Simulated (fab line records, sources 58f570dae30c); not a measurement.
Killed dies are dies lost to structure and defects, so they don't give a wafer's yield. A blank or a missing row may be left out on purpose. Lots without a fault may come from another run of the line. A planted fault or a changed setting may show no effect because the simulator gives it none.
Problem report in the 8D (eight disciplines) form, filled by code | flow berkeley_cmos170 | the parts of the form that need people (team, actions taken, sign-off) are left out

1. THE PROBLEM
chamber_o2_ppm at UCB170_SILICIDE_RTA_04 reads a mean of 62.004 on 9 wafers of 3 lots; wafers without a fault read 1.999 with a standard deviation of 0.024. That is +99 or more standard deviations from the usual mean.
The step: time 15 s.
First seen on wafer L402.2, day 9 15:21, on rtp_anneal-01. The record holds 45 wafers of 15 lots with a number at this step. Rule for "out", or "out of limits": more than 4 standard deviations from the usual mean. The other wafers with a number count as sound.

2. WHAT IT IS AND WHAT IT IS NOT
question                    | is                     | is not
which readings at this step | chamber_o2_ppm         | lamp_power_pct
which lots                  | L402, L404, L406       | L396, L397, L398, L399, L400, L401, L403, L414, L416, L417, L418, L419
which wafers of those lots  | all that have a number | -
read on which tools         | rtp_anneal-01          | rtp_anneal-02
when                        | from day 9 15:21       | up to then (21 sound wafers); but 15 sound wafers of L414, L416, L417, L418, L419 came after

3. SUSPECTS, AND WHAT RULES EACH OUT
Counting: a tool at a process step up to the reading stays a suspect if it ran every lot that is out and no sound lot after the first of them.
- rtp_anneal-01 at UCB170_SILICIDE_RTA_04 (time 15 s): ruled out as a lasting fault. Sound lots L418, L419 ran on it after its first lot that is out, L402 (day 9 15:21).
Left after counting: nothing in the record.

4. THE CAUSE (what the simulator had put in)
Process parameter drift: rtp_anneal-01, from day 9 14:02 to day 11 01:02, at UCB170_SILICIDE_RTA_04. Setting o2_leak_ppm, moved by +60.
Counting ruled it out, wrongly.

5. THE CHAIN OF EFFECTS, in route order
Each row: a reading whose mean over the struck wafers that have a number lies more than 3 standard deviations from the usual. Only readings for which the record gives a usual standard deviation are gone through. hours: the time from each lot's start at the first step in this table that gives one to its start at this step, as a median over the lots. sigmas: the change in usual standard deviations.
hours | step                   | reading        | usual | on struck wafers | change  | sigmas
0     | UCB170_SILICIDE_RTA_04 | chamber_o2_ppm | 1.999 | 62.004           | +60.005 | +99 or more
The process steps in it:
- UCB170_SILICIDE_RTA_04: time 15 s.
Later measuring or inspecting steps at which every struck wafer that the step has a row for has a number for every such reading, and none has moved that far: UCB170_M2_CD_MEAS_15.

6. WHAT WOULD HAVE CAUGHT IT SOONER
In this record the first reading out of limits was taken at day 9 15:21, 1 hour after the fault began at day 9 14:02.
